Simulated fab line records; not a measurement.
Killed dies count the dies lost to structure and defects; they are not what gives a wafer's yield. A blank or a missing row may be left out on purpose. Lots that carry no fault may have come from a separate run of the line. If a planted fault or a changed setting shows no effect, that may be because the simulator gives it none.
Lot-split experiment | flow berkeley-cmos170 | 23 wafers read from 5 lots, route of 331 steps

SPLIT DETAILS
At UCB170_NSD_IMPLANT_08, the setting energy-kev was moved away from the recipe's 40 on 7 of the 23 wafers read, by -5.9% to +5.4%. For the rest of the wafers, this setting stayed at what the recipe calls for.

FROM THE SPLIT TO THE READING: what the file shows between them, 5 steps
- UCB170_NSD_STRIP_09: strips in O2
- UCB170_NSD_TW_MEAS_10
- UCB170_NSD_CLEAN_11: cleans in SPM, time 600 s
- UCB170_BACKSIDE_HMDS_00: prime time 60 s
- UCB170_SDANNEAL_RTA_01: time 5 s

THE READING
NSD_RS in ohm/sq, measured at UCB170_SDANNEAL_RS_MEAS_03 by four-point-probe. Fault-free wafers of this fab line usually give 37.25 ohm/sq, standard deviation 0.064 ohm/sq.

wafer  | tool, chamber at the split | energy-kev as run | against the recipe | NSD_RS, ohm/sq | against lot-mates on the recipe
L074.2 | implanter-04, 0            | 40                | recipe             | 37.21          | -
L074.3 | implanter-04, 0            | 41.25             | +3.1%              | 36.78          | -0.40
L074.4 | implanter-04, 0            | 41.25             | +3.1%              | 36.91          | -0.27
L074.5 | implanter-04, 0            | 41.25             | +3.1%              | 36.88          | -0.30
L074.6 | implanter-04, 0            | 40                | recipe             | 37.15          | -
L076.1 | implanter-01, 0            | 40                | recipe             | 37.15          | -
L076.2 | implanter-01, 0            | 40                | recipe             | 37.30          | -
L076.3 | implanter-01, 0            | 40                | recipe             | 37.35          | -
L076.4 | implanter-01, 0            | 40                | recipe             | 37.21          | -
L076.5 | implanter-01, 0            | 40                | recipe             | 37.23          | -
L078.1 | implanter-01, 0            | 40                | recipe             | 37.32          | -
L078.3 | implanter-01, 0            | 37.65             | -5.9%              | 38.01          | +0.72
L078.4 | implanter-01, 0            | 40                | recipe             | 37.25          | -
L078.5 | implanter-01, 0            | 40                | recipe             | 37.29          | -
L078.6 | implanter-01, 0            | 37.65             | -5.9%              | 38.01          | +0.72
L079.3 | implanter-04, 0            | 40                | recipe             | 37.18          | -
L079.4 | implanter-04, 0            | 40                | recipe             | 37.26          | -
L079.6 | implanter-04, 0            | 40                | recipe             | 37.18          | -
L084.2 | implanter-01, 0            | 42.17             | +5.4%              | 36.70          | -0.52
L084.3 | implanter-01, 0            | 40                | recipe             | 37.19          | -
L084.4 | implanter-01, 0            | 42.17             | +5.4%              | 36.62          | -0.60
L084.5 | implanter-01, 0            | 40                | recipe             | 37.24          | -
L084.6 | implanter-01, 0            | 40                | recipe             | 37.24          | -

FIT RESULTS
A straight line over all 23 wafers: NSD_RS changes by -0.121 ohm/sq for each +1% of energy-kev; r = -0.98; the points scatter about the line by 0.063 ohm/sq.
The same after taking each lot's own level away (the mean of its wafers on the recipe; 23 wafers): -0.113 ohm/sq for each +1%; r = -0.99; scatter 0.052 ohm/sq.
The reading moves by 0.66 ohm/sq for the largest change in energy-kev, on that fit.
The span of the lots' own levels, 37.180 to 37.287 ohm/sq, comes to 1.7 times the standard deviation stated above.
The two slopes agree, so the slope changes little with the lot-to-lot level.
Check: with one of the wafers moved furthest among these (-5.9%) left out of the fit, the line predicts +0.657 ohm/sq for it against its lot-mates. It came out at +0.723 ohm/sq against them.

ADDITIONAL SPLITS CARRIED BY THESE WAFERS
Before the reading, these wafers also passed through other splits. Each is held against what the fit with the lots' levels taken away leaves over:
other split on the same wafers   | wafers away from the commonest value | r with NSD_RS (lot level and that fit taken away)
UCB170_PLDD_EXPOSE_03 dose-mj    | 10                                   | +0.18
UCB170_NLDD_EXPOSE_03 dose-mj    | 7                                    | -0.14
UCB170_SPACER_CVD_00 time-s      | 9                                    | -0.07
UCB170_SPACER_ETCHBACK_03 time-s | 11                                   | +0.01

THE WHOLE CHAIN: every reading that the file lists as answering this split, in the file's order
step                       | what it does                 | reading                                                         | change (the file's fit)               | r (the file's)
UCB170_NSD_IMPLANT_08      |                              | implant.rp-nm (the simulator's own value, which no gauge read)  | +0.481 nm for each +1% of the setting | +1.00
UCB170_NSD_IMPLANT_08      |                              | implant.drp-nm (the simulator's own value, which no gauge read) | +0.18 nm for each +1% of the setting  | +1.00
UCB170_NSD_STRIP_09        | strips in O2                 | strip-time-to-endpoint-s                                        | withheld for each +1% of the setting  | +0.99
UCB170_NSD_TW_MEAS_10      |                              | NSD_TW                                                          | +10.6 for each +1% of the setting     | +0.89
UCB170_SDANNEAL_RS_MEAS_03 | measures by four-point-probe | NSD_RS                                                          | -0.112 for each +1% of the setting    | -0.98

FILE'S OWN FIT
NSD_RS changes by -0.112 ohm/sq for each +1% of energy-kev, r = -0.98.
